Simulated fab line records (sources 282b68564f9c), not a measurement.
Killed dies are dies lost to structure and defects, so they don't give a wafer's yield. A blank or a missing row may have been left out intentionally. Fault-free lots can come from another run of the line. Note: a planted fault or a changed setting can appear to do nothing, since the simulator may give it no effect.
A struck lot beside a sound one / flow rit cmos / 19 out of 202 route steps
Sound: wafers L674.1, L674.2, L674.5. The struck wafers were L688.4, L688.5, L688.6. The cause is named last.
For every step that has rows: the tool of each side, followed by ch and its chambers, followed by its first start. Under that, the readings that differ: sound wafers / struck wafers / difference of the means / sigmas: that difference in standard deviations of wafers without a fault.
alike: a reading whose means differ by less than 2 such deviations, as well as words and numbers matching on both sides. not compared: withheld readings; readings where some wafer has no value; bounds like >300 that might hide an equal value; numbers whose values overlap and for which the record gives no deviation.
Wherever a step has rows on one side only, a row that says differs or no value, or a row with sigmas, the two part there. Numbers that have no deviation but don't overlap get no sigmas and don't part them. A reading that every wafer of one side lacks parts them only if that side has two wafers or more.

first, 1 step without rows for these wafers: RIT_CONTACT_HARDBAKE_10 (time 60 s).
RIT_CONTACT_ETCH_11: etches SiO2 in CHF3/CF4/Ar, stops on TiSi2, target depth 480 nm, time 320 s.
  sound on rie diel-01 ch 0,1, day 4 12:03; struck on rie diel-01 ch 1,2, day 7 13:00
  alike: O2_flow_sccm, drypump motor current A, oes product au, throttle valve pct
  not compared: rf hours counter h
RIT_CONTACT_STRIP_12: strips in O2, time 180 s.
  sound on plasma asher-03 ch 0,1, day 4 12:15; struck on plasma asher-02 ch 0,1, day 7 13:15
  alike: drypump motor current A
  not compared: rf hours counter h
RIT_CONTACT_CD_MEAS_90: target cd 1000 nm.
  sound: cd sem-02 at day 4 12:25; struck: cd sem-02 at day 7 13:26
  alike: cd nm
then, 2 steps without rows for these wafers: RIT_CONTACT_CLEAN_13 (cleans in SC1, time 600 s); RIT_CONTACT_CLEAN_14 (cleans in SC2, time 600 s).
RIT_M1_SPUTTER_00: material Al, target thk 400 nm, time 500 s.
  sound: pvd sputter-03 at day 4 13:04; struck: pvd sputter-04 at day 7 14:01
  alike: cathode dc power W, substrate temp c, throttle valve pct
RIT_M1_RS_MEAS_01: measures by four-point-probe.
  sound: film metro-03 at day 4 13:22; struck: film metro-04 at day 7 14:22
  alike: M1_AL_RS
RIT_M1_THK_MEAS_02: measures by xrf.
  sound: film metro-03 at day 4 13:29; struck: film metro-04 at day 7 14:28
  alike: M1_AL_THK
then, 3 steps without rows for these wafers: RIT_M1_HMDS_03 (prime time 60 s); RIT_M1_COAT_04 (resist thk 1300 nm); RIT_M1_SOFTBAKE_05 (time 60 s).
RIT_M1_EXPOSE_06: exposes mask M12, target cd 2600 nm.
  sound on iline stepper-02 ch 0, day 4 13:59; struck on iline stepper-02 ch 0, day 7 15:10
reading=model.M1.overlay x nm (nm); sound=-0.07469 -0.07469 -0.07469; struck=360.6 360.6 360.6; difference=+360.7; sigmas=
  alike: mask
then, 2 steps without rows for these wafers: RIT_M1_PEB_07; RIT_M1_DEVELOP_08 (develop time 68 s).
RIT_M1_CD_MEAS_09: target cd 2600 nm.
  sound: cd sem-01 at day 4 14:25; struck: cd sem-02 at day 7 15:36
  alike: cd nm
RIT_M1_OVL_MEAS_10:
  sound: overlay-01 at day 4 14:32; struck: overlay-02 at day 7 15:41
reading=M1_OVL (nm); sound=1.3 1.7 1.4; struck=362.2 362.2 361.7; difference=+360.6; sigmas=+99 or more
then, 1 step without rows for these wafers: RIT_M1_HARDBAKE_11 (time 120 s).
RIT_M1_PROBE_99:
  sound: prober-02 at day 4 17:06; struck: prober-02 at day 7 18:21
reading=model.etest.tester.sort n pass; sound=253 258 258; struck=29 5 36; difference=-233; sigmas=
reading=model.etest.tester.sort yield pct (%); sound=95.83 97.73 97.73; struck=10.98 1.894 13.64; difference=-88.26; sigmas=
reading=model.etest.nmos_0p15.junction log10 a um; sound=-13.61 -13.63 -13.44; struck=-9.923 -9.796 -9.927; difference=+3.678; sigmas=
reading=model.etest.nmos narrow.off log10 a um; sound=-13.25 -13.19 -13.27; struck=-9.923 -9.796 -9.927; difference=+3.355; sigmas=
reading=model.etest.nmos_0p3.off log10 a um; sound=-13.11 -13.04 -13.08; struck=-9.923 -9.796 -9.927; difference=+3.195; sigmas=
reading=model.etest.gate end array.leak log10 a um; sound=-12.98 -12.93 -12.8; struck=-9.727 -9.541 -9.71; difference=+3.244; sigmas=
reading=model.etest.pmos_0p15.junction log10 a um; sound=-13.85 -13.76 -13.79; struck=-10.92 -10.8 -10.93; difference=+2.92; sigmas=
reading=model.etest.contact diode array.leak log10 a (angstrom); sound=-9.58 -9.335 -9.42; struck=-6.724 -6.57 -6.655; difference=+2.795; sigmas=
  alike: defect limited yield, killed_at_M0_to_M3, killed at front end, killed dies, killed open, killed short

WHERE THEY PART
RIT_M1_OVL_MEAS_10 only, going by this record. Later steps at which nothing parts them and some readings are alike: RIT_M1_PROBE_99.

WHY: what the simulator had put in
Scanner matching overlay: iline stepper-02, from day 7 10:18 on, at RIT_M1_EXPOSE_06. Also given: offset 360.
